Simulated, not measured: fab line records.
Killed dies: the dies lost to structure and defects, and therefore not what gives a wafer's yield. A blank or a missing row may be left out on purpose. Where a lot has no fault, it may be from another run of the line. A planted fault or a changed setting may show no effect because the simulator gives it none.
What tool caused it? | flow rit_cmos | route of 202 steps, sampled at 1 step: 14 lots, 42 wafers

## WHAT THE GAUGES READ, wafer by wafer
No reading from a measuring or inspecting step in the record can be judged against a usual standard deviation.

## TOOL THAT RAN EACH LOT (tool first, then ch and the chambers of the sampled wafers, then the start)
lot  | RIT_NWELL_COAT_01
L715 | litho_track-04 ch 0, day 1 22:11
L716 | litho_track-02 ch 0, day 2 02:04
L717 | litho_track-04 ch 0, day 2 07:05
L718 | litho_track-03 ch 0, day 2 12:01
L720 | litho_track-03 ch 0, day 3 00:44
L723 | litho_track-02 ch 0, day 3 14:49
L724 | litho_track-02 ch 0, day 3 19:40
L726 | litho_track-02 ch 0, day 4 03:36
L729 | litho_track-04 ch 0, day 4 20:40
L732 | litho_track-03 ch 0, day 5 09:56
L733 | litho_track-03 ch 0, day 5 14:32
L736 | litho_track-03 ch 0, day 6 06:38
L737 | litho_track-04 ch 0, day 6 09:59
L738 | litho_track-04 ch 0, day 6 17:43
- RIT_NWELL_COAT_01: resist thk 1300 nm.

## WHAT THE TOOLS THEMSELVES READ (means of the sampled wafers that have a number; where no wafer has one, the mark that the record gives instead)
RIT_NWELL_COAT_01. Usual: spin_speed_rpm reads 2000.1 rpm (standard deviation 1.2).
lot  | tool           | spin_speed_rpm (rpm) | flag
L715 | litho_track-04 | 1999.7               |
L716 | litho_track-02 | 1999.2               |
L717 | litho_track-04 | 1999.9               |
L718 | litho_track-03 | 2002.0               |
L720 | litho_track-03 | 1999.9               |
L723 | litho_track-02 | 1306.3               | OFF
L724 | litho_track-02 | 1304.5               | OFF
L726 | litho_track-02 | 1305.8               | OFF
L729 | litho_track-04 | 1999.6               |
L732 | litho_track-03 | 1999.2               |
L733 | litho_track-03 | 2002.3               |
L736 | litho_track-03 | 2000.8               |
L737 | litho_track-04 | 2000.2               |
L738 | litho_track-04 | 1998.5               |

## THE ANSWER, worked out from the rows above alone
Rule: lot off if the mean of its wafers having a number is beyond 3 standard deviations from the usual mean. A lot without any number at a reading at which 4 lots or more have one is off too. Where the step has rows for the other lots, those lots are counted as sound. Order of review: gauges by route order, followed by the tools' own readings, for which a lot's mean as printed above is used. The first step at which some lot is off is used, and at that step the reading that is off furthest; a lot without a number counts as furthest.
Off, at RIT_NWELL_COAT_01 on spin_speed_rpm: L723, L724, L726.
A tool fits if, at that step or a process step before it, it ran every lot that is off, and no sound lot after the first of them. One candidate fits, namely litho_track-02 at RIT_NWELL_COAT_01. Its last sound lot is L716 (day 2 02:04), its first lot that is off L723 (day 3 14:49): a fault that began between those two fits.
On the lots that are off, the tool's own readings at RIT_NWELL_COAT_01 differ by more than 5 times the standard deviation of the sound lots' means, which bears it out; spin_speed_rpm reads 1305.5 rpm there versus 2000.1 rpm on the sound lots.

## WHAT WAS PUT IN BY THE SIMULATOR
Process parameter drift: litho_track-02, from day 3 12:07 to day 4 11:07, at RIT_NWELL_COAT_01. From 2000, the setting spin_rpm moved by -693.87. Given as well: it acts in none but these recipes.
Shown lots that were struck: L723, L724, L726. Same finding as the rule above.
